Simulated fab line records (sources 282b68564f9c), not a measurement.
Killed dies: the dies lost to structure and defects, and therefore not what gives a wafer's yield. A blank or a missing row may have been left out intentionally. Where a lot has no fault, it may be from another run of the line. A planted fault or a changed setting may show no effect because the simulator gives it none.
A single fault, viewed from 2 desks    flow rit_cmos    numbers are kept per desk, each desk with only its own; the story behind them comes last

## AT THE TOOL OWNER'S DESK: implanter-02
The tool's own readings at RIT_PWELL_IMPLANT_08: means of the sampled wafers that have a number, for each lot that ran on this tool. If a lot's mean is further than 4 standard deviations from the usual mean, the lot is out of limits and carries the mark OUT (the distance appears in the brackets).
Columns: A = dose_ions_cm2 at RIT_PWELL_IMPLANT_08, usual 7e+13; B = faraday_current_uA at RIT_PWELL_IMPLANT_08, usual 222
lot   first seen here  A                B
L680  day 2 08:43      7e+13            220
L684  day 3 00:43      7e+13            222
L685  day 3 04:58      7e+13            219
L688  day 3 19:10      7e+13            219
L693  day 4 20:26      7e+13            223
L695  day 5 06:10      7e+13 (+57) OUT  236
L696  day 5 11:24      7e+13 (+58) OUT  235
L697  day 5 16:22      7e+13 (+57) OUT  237
This desk's verdict: out of limits on L695, L696, L697, starting with L695 at day 5 06:10 (dose_ions_cm2 at RIT_PWELL_IMPLANT_08). L680, L684, L685, L688, L693: within limits.

## THE METROLOGY DESK
What the gauges read, lot by lot, whatever tool the lot ran on: means of the sampled wafers that have a number. If a lot's mean is further than 4 standard deviations from the usual mean, the lot is out of limits and carries the mark OUT (the distance appears in the brackets).
Columns: A = PWELL_RS at RIT_WELLDRIVE_RS_MEAS_02, usual 429.2 ohm/sq; B = NLDD_OVL at RIT_NLDD_OVL_MEAS_06, usual -1.1 nm; C = M1_AL_THK at RIT_M1_THK_MEAS_02, usual 400 nm
lot   first seen here  A                 B     C
L679  day 2 12:56      431.5             -3.0  395
L680  day 2 14:56      430.9             -0.5  403
L682  day 2 20:35      430.8             -2.1  397
L684  day 3 06:52      427.2             -1.3  403
L685  day 3 11:55      427.1             -1.9  404
L688  day 4 01:17      431.1             -1.7  400
L689  day 4 06:22      429.0             -0.8  403
L691  day 4 16:56      428.7             -1.3  400
L693  day 5 02:01      429.1             -2.2  403
L695  day 5 11:51      414.7 (-8.5) OUT  -     -
L696  day 5 16:59      413.1 (-9.5) OUT  -1.0  405
L697  day 5 22:01      414.3 (-8.8) OUT  -0.7  399
L700  day 6 13:16      427.5             0.6   406
L701  day 6 18:21      430.9             -1.0  397
L702  day 6 23:26      430.3             -0.7  400
This desk's result: L695, L696, L697 out of limits, first on L695 (PWELL_RS at RIT_WELLDRIVE_RS_MEAS_02), day 5 11:51. L679, L680, L682, L684, L685, L688, L689, L691, L693, L700, L701, L702: within limits.

## ALL TOGETHER
The tool owner's desk could have raised an alarm at day 5 06:10, on L695, L696, L697.
The metrology desk could have raised an alarm at day 5 11:51, on L695, L696, L697.
Every lot named ran RIT_PWELL_IMPLANT_08 on implanter-02.

## WHAT HAD BEEN PUT IN BY THE SIMULATOR
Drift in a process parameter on implanter-02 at RIT_PWELL_IMPLANT_08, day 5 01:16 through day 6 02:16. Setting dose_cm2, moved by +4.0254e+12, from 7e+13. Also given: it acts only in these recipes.
Shown lots that were struck: L695, L696, L697.
Time in hours from fault onset to the first out-of-limits reading at each desk: tool owner's desk 5, metrology desk 11.
